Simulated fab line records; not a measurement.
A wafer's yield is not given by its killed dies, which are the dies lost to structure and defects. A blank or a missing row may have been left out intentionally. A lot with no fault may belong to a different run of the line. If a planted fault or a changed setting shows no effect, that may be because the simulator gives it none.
Matching of chambers || flow berkeley-cmos170 || pecvd-04 running UCB170_V1_CVD_00: 3 sister chambers
The step deposits SiO2 from TEOS/O2, target thk 2000 nm, time 250 s. 3 wafers are shown with their chamber, then 8 later ones without.

== WAFERS, EACH WITH ITS CHAMBER ==
{"wafer": "L964.4", "chamber": 2, "heater-power-w (W)": 197}
{"wafer": "L964.5", "chamber": 0, "heater-power-w (W)": 188}
{"wafer": "L966.3", "chamber": 1, "heater-power-w (W)": 272}

== WAFERS WITH NO CHAMBER GIVEN ==
{"wafer": "L966.4", "heater-power-w (W)": 327}
{"wafer": "L966.6", "heater-power-w (W)": 192}
{"wafer": "L967.4", "heater-power-w (W)": 193}
{"wafer": "L967.5", "heater-power-w (W)": 335}
{"wafer": "L967.6", "heater-power-w (W)": 293}
{"wafer": "L972.1", "heater-power-w (W)": 316}
{"wafer": "L972.3", "heater-power-w (W)": 271}
{"wafer": "L972.5", "heater-power-w (W)": 237}

== CHAMBER TAKEN BY EACH ==
{"wafer": "L966.4", "from the rows above": 1, "in truth": 1}
{"wafer": "L966.6", "from the rows above": "can't be placed: 0 or 2", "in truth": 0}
{"wafer": "L967.4", "from the rows above": "can't be placed: 2 or 0", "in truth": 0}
{"wafer": "L967.5", "from the rows above": 1, "in truth": 1}
{"wafer": "L967.6", "from the rows above": 1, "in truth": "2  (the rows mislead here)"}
{"wafer": "L972.1", "from the rows above": 1, "in truth": 1}
{"wafer": "L972.3", "from the rows above": 1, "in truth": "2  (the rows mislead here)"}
{"wafer": "L972.5", "from the rows above": "can't be placed: 1 or 2 or 0", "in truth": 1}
Correctly placed: 3 of 8. These rows do not allow placing 3 (true chamber among the candidates in 3). Number placed wrongly: 2.
How it was worked out, from the rows above alone: a wafer's distance from a chamber is the root of the sum, over the readings, of the square of ((its reading less the chamber's mean) divided by the reading's scatter). The wafer belongs to the nearest chamber; if the next one is less than 2 further off, it can't be placed. A chamber's mean is the mean of its shown wafers. The scatter: with one shown wafer a chamber, the root of the mean of the squares of how far each hidden wafer lies from its nearest shown one.
